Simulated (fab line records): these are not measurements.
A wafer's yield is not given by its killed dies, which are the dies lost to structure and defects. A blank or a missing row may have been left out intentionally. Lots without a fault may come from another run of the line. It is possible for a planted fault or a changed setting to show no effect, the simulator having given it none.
What tool caused it? | flow berkeleyCmos170 | 21 wafers from 7 lots sampled at 2 of the route's 331 steps

WHAT THE GAUGES READ, wafer by wafer
UCB170_PFIELD_TW_MEAS_09.
lot  | measured    | on           | PFIELD_TW
L348 | day 5 06:49 | filmMetro-01 | 608 608 607
L351 | day 6 05:34 | filmMetro-04 | 602 602 607
L352 | day 6 07:12 | filmMetro-02 | 607 608 608
L356 | day 7 00:53 | filmMetro-01 | 609 609 610
L365 | day 8 22:21 | filmMetro-02 | 607 603 606
L367 | day 9 05:25 | filmMetro-02 | 610 612 612
L370 | day 9 23:41 | filmMetro-01 | 609 612 606

TOOL THAT RAN EACH LOT (tool first, then ch and the chambers of the sampled wafers, then the start)
lot  | UCB170_PFIELD_IMPLANT_07
L348 | implanter-03 ch 0, day 5 06:34
L351 | implanter-04 ch 0, day 6 05:21
L352 | implanter-04 ch 0, day 6 06:57
L356 | implanter-01 ch 0, day 7 00:39
L365 | implanter-01 ch 0, day 8 22:06
L367 | implanter-01 ch 0, day 9 05:10
L370 | implanter-01 ch 0, day 9 23:26
- UCB170_PFIELD_IMPLANT_07

THE ANSWER, worked out from the rows above alone
Rule: the usual values come from the lots themselves. Put in order of their means at a reading, lots are off if they are a third of the lots or fewer, leave a main group of 4 or more, and stand apart from it by a gap of 3 or more times the standard deviation of the main group's means; of several such gaps the widest counts. The tables above print the reading to a certain number of digits; a main group whose means all agree to those digits is not used. A lot without any number at a reading at which 4 lots or more have one is off too. The other lots that the step has rows for count as sound.
Across all readings shown, no lot is off: no conclusion can be drawn from this.

WHAT THE SIMULATOR HAD PUT IN
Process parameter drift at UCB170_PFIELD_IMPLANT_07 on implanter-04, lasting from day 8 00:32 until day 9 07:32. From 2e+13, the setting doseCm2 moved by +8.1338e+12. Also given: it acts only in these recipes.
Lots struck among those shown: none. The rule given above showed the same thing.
